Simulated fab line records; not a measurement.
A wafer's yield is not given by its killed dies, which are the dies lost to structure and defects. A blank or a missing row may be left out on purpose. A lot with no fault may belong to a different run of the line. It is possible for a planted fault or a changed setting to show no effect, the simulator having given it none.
Which tool did it?    flow rit-cmos    Sampling: 15 lots, 45 wafers, 5 of 202 route steps

## WHAT THE GAUGES READ, wafer by wafer
RIT_PSD_OVL_MEAS_06.
lot   measured     on          PSD_OVL (nm)
L880  day 3 02:33  overlay-01  -2.1 -1.0 -2.5
L881  day 3 07:34  overlay-02  -0.9 -2.7 -1.3
L884  day 3 23:29  overlay-02  -0.6 -3.8 -1.8
L885  day 4 03:35  overlay-02  0.5 -1.2 0.0
L886  day 4 12:50  overlay-01  0.4 -2.3 -0.6
L887  day 4 13:58  overlay-01  -2.0 -2.6 -2.3
L888  day 4 18:55  overlay-02  - - - - - -
L889  day 4 22:10  overlay-01  - - - - - -
L890  day 5 07:32  overlay-01  0.5 0.4 -2.5
L891  day 5 09:19  overlay-02  -1.6 -0.7 -0.6
L893  day 5 22:34  overlay-02  - - - - - -
L895  day 6 07:43  overlay-02  -0.1 -0.6 -1.4
L899  day 7 03:13  overlay-01  0.1 -0.4 -2.2
L901  day 7 15:27  overlay-01  -1.9 -1.5 -0.3
L903  day 8 02:35  overlay-02  -1.4 -3.8 -3.1

RIT_M1_RS_MEAS_01: measures by four-point-probe.
lot   measured     on             M1_AL_RS (ohm/sq)
L880  day 3 07:07  film-metro-01  0.0699 0.0690 0.0695
L881  day 3 12:08  film-metro-02  0.0717 0.0718 0.0707
L884  day 4 04:08  film-metro-01  0.0718 0.0720 0.0716
L885  day 4 08:14  film-metro-01  0.0705 0.0712 0.0705
L886  day 4 17:34  film-metro-02  0.0712 0.0711 0.0710
L887  day 4 18:37  film-metro-02  0.0727 0.0734 0.0724
L890  day 5 12:04  film-metro-01  0.0701 0.0703 0.0701
L891  day 5 13:50  film-metro-01  0.0701 0.0718 0.0719
L895  day 6 12:40  film-metro-04  0.0706 0.0720 0.0715
L899  day 7 07:44  film-metro-04  0.0708 0.0708 0.0702
L901  day 7 20:08  film-metro-01  0.0721 0.0711 0.0711
L903  day 8 07:17  film-metro-01  0.0712 0.0716 0.0705

## WHICH TOOL RAN EACH LOT (tool, then ch and the chambers of the sampled wafers, then the start)
lot   RIT_GATE_STRIP_20                    RIT_PSD_EXPOSE_03                   RIT_PSD_STRIP_09
L880  plasma-asher-03 ch 0,1, day 2 14:14  iline-stepper-01 ch 0, day 3 02:09  plasma-asher-01 ch 0,1, day 3 02:54
L881  plasma-asher-01 ch 0,1, day 2 19:20  iline-stepper-02 ch 0, day 3 07:10  plasma-asher-01 ch 0, day 3 07:55
L884  plasma-asher-03 ch 0,1, day 3 11:22  iline-stepper-02 ch 0, day 3 23:05  plasma-asher-03 ch 0,1, day 3 23:49
L885  plasma-asher-01 ch 0,1, day 3 15:47  iline-stepper-02 ch 0, day 4 03:11  plasma-asher-04 ch 0,1, day 4 03:55
L886  plasma-asher-04 ch 0,1, day 3 23:49  iline-stepper-01 ch 0, day 4 12:26  plasma-asher-04 ch 0, day 4 13:10
L887  plasma-asher-04 ch 0,1, day 4 01:40  iline-stepper-01 ch 0, day 4 13:34  plasma-asher-01 ch 0,1, day 4 14:18
L888  plasma-asher-04 ch 0,1, day 4 07:33  iline-stepper-02 ch 0, day 4 18:25  -
L889  plasma-asher-03 ch 0,1, day 4 10:46  iline-stepper-02 ch 0, day 4 21:46  -
L890  plasma-asher-01 ch 0,1, day 4 19:23  iline-stepper-01 ch 0, day 5 07:08  plasma-asher-03 ch 0,1, day 5 07:52
L891  plasma-asher-01 ch 0,1, day 4 22:10  iline-stepper-01 ch 0, day 5 08:55  plasma-asher-04 ch 0,1, day 5 09:40
L893  plasma-asher-04 ch 0,1, day 5 08:34  iline-stepper-02 ch 0, day 5 22:10  -
L895  plasma-asher-01 ch 0,1, day 5 20:01  iline-stepper-01 ch 0, day 6 07:21  plasma-asher-01 ch 0,1, day 6 08:11
L899  plasma-asher-04 ch 0,1, day 6 16:08  iline-stepper-01 ch 0, day 7 02:49  plasma-asher-04 ch 0,1, day 7 03:34
L901  plasma-asher-03 ch 0, day 7 03:59    iline-stepper-01 ch 0, day 7 15:04  plasma-asher-01 ch 0,1, day 7 15:47
L903  plasma-asher-01 ch 0,1, day 7 14:23  iline-stepper-01 ch 0, day 8 02:11  plasma-asher-01 ch 0,1, day 8 02:55
- RIT_GATE_STRIP_20: strips in O2, time 180 s.
- RIT_PSD_EXPOSE_03: exposes mask M10, target cd 40900 nm.
- RIT_PSD_STRIP_09: strips in O2, time 180 s.

## AS READ BY THE TOOLS THEMSELVES (means over the sampled wafers that have a number; for cases with no such wafer, the mark the record gives instead)
RIT_GATE_STRIP_20.
lot   tool             drypump-motor-current-A (A)
L880  plasma-asher-03  6.1
L881  plasma-asher-01  5.2
L884  plasma-asher-03  6.1
L885  plasma-asher-01  5.2
L886  plasma-asher-04  5.0
L887  plasma-asher-04  5.2
L888  plasma-asher-04  5.0
L889  plasma-asher-03  6.0
L890  plasma-asher-01  5.2
L891  plasma-asher-01  5.2
L893  plasma-asher-04  5.2
L895  plasma-asher-01  5.2
L899  plasma-asher-04  5.2
L901  plasma-asher-03  5.9
L903  plasma-asher-01  5.2

RIT_PSD_STRIP_09.
lot   tool             drypump-motor-current-A (A)
L880  plasma-asher-01  5.2
L881  plasma-asher-01  5.1
L884  plasma-asher-03  6.1
L885  plasma-asher-04  5.2
L886  plasma-asher-04  4.8
L887  plasma-asher-01  5.2
L890  plasma-asher-03  6.0
L891  plasma-asher-04  5.0
L895  plasma-asher-01  5.2
L899  plasma-asher-04  5.0
L901  plasma-asher-01  5.2
L903  plasma-asher-01  5.2

## THE ANSWER, worked out from the rows above alone
Rule: usual is defined by the lots themselves. Put in order of their means at a reading, lots are off if they are a third of the lots or fewer, leave a main group of 4 or more, and stand apart from it by a gap of 3 or more times the standard deviation of the main group's means; of several such gaps the widest counts. Not used: any main group whose means are identical at the precision the tables above print for the reading. A lot without any number at a reading at which 4 lots or more have one is off too. The other lots that the step has rows for count as sound. Order of review: gauges by route order, followed by the tools' own readings, for which a lot's mean as printed above is used. The first step at which some lot is off is used, and at that step the reading that is off furthest; a lot without a number counts as furthest.
Off: at RIT_PSD_OVL_MEAS_06 (PSD_OVL), L888, L889, L893. Without a number there: L888, L889, L893. For the main group the mean is -1.3 nm and the standard deviation 0.75.
A tool fits if, at a process step before that reading, it ran every lot that is off, and no sound lot after the first of them. Gauges at RIT_PSD_OVL_MEAS_06: tried the same way as those tools. One fits: RIT_PSD_EXPOSE_03 on iline-stepper-02. Its last sound lot is L885 (day 4 03:11), its first lot that is off L888 (day 4 18:25): a fault that began between those two fits.

## WHAT THE SIMULATOR HAD PUT IN
Scanner matching overlay: iline-stepper-02, from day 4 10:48 on, at RIT_PSD_EXPOSE_03. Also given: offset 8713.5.
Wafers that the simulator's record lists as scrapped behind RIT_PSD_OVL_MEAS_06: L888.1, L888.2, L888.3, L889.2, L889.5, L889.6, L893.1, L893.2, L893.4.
Shown lots that were struck: L888, L889, L893. Same finding as the rule above.
